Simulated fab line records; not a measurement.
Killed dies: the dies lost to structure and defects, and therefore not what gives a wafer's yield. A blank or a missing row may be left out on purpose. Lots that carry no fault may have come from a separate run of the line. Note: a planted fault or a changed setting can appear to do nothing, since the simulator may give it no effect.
Struck lot and sound lot, side by side    flow berkeley_cmos170    14 steps out of a route of 331
Sound: wafers L478.1, L478.4, L478.6. Struck: wafers L492.1, L492.4, L492.5. The cause comes at the end.
Each step with rows lists, per side, the tool, then ch with its chambers, then its first start. Under that, the readings that differ: sound wafers    struck wafers    difference of the means    sigmas: that difference in standard deviations of wafers without a fault.
alike: readings with means less than 2 such deviations apart, plus words and numbers identical on both sides. not compared: withheld readings, readings lacking a value on some wafer, bounds such as >300 that could conceal the same value, and numbers that have no deviation in the record and whose values overlap.
A row with sigmas, a row that says differs or no value, or rows on one side alone: a step with any of these is where the two part. Non-overlapping numbers with no deviation appear without sigmas and do not part them. Lack of a reading on every wafer of one side parts them only where that side has two or more wafers.

UCB170_M2_STRIP_19: strips in O2.
  sound on plasma_asher-03 ch 0,1, day 9 03:20; struck on plasma_asher-04 ch 0,1, day 12 07:05
  alike: drypump_motor_current_A, oes_product_au
  not compared: rf_hours_counter_h
UCB170_M2_CD_MEAS_90: target cd 700 nm.
  sound on cd_sem-01 at day 9 03:26; struck on cd_sem-02 at day 12 07:11
  alike: cd_nm
UCB170_V2_CVD_00: deposits SiO2 from TEOS/O2, target thk 2000 nm, time 250 s.
  sound on pecvd-02 ch 1,2, day 9 03:33; struck on pecvd-03 ch 0,2, day 12 07:19
  alike: heater_power_w, rf_fwd_power_W
  not compared: since_wet_clean_h
UCB170_V2_THK_MEAS_01:
  sound on film_metro-04 at day 9 03:43; struck on film_metro-03 at day 12 07:28
  alike: V2_TEOS_THK
UCB170_V2_CMP_02: polishes SiO2.
  sound on cmp-01 ch 1,2,3, day 9 03:52; struck on cmp-02 ch 0,2,3, day 12 07:35
  alike: motor_current_A, platen_rpm
UCB170_V2_BOW_MEAS_03:
  sound on film_metro-04 at day 9 04:04; struck on film_metro-03 at day 12 07:50
  alike: V2_BOW
UCB170_V2_THK_MEAS_04:
  sound on film_metro-04 at day 9 04:11; struck on film_metro-03 at day 12 07:57
  alike: V2_POLISHED_THK
then, 5 steps without rows for these wafers: UCB170_V2_CLEAN_05 (cleans in DIW); UCB170_V2_HMDS_06 (prime time 60 s); UCB170_V2_COAT_07 (resist thk 900 nm); UCB170_V2_SOFTBAKE_08 (time 60 s); UCB170_V2_EXPOSE_09 (exposes mask VIA2, target cd 700 nm).
UCB170_V2_PEB_10:
  struck on litho_track-02, day 12 08:46; sound on litho_track-04 ch 0, day 9 06:56
  no value came back on the struck wafers for chill_plate_temp_C (C), exhaust_pa (Pa); on the sound wafers chill_plate_temp_C (C) reads 22.97 23.14 22.96
then, 1 step without rows for these wafers: UCB170_V2_DEVELOP_11 (develop time 45 s).

== WHERE THEY PART ==
At UCB170_V2_PEB_10 and nowhere else, as far as this record goes.

WHY: what the simulator had put in
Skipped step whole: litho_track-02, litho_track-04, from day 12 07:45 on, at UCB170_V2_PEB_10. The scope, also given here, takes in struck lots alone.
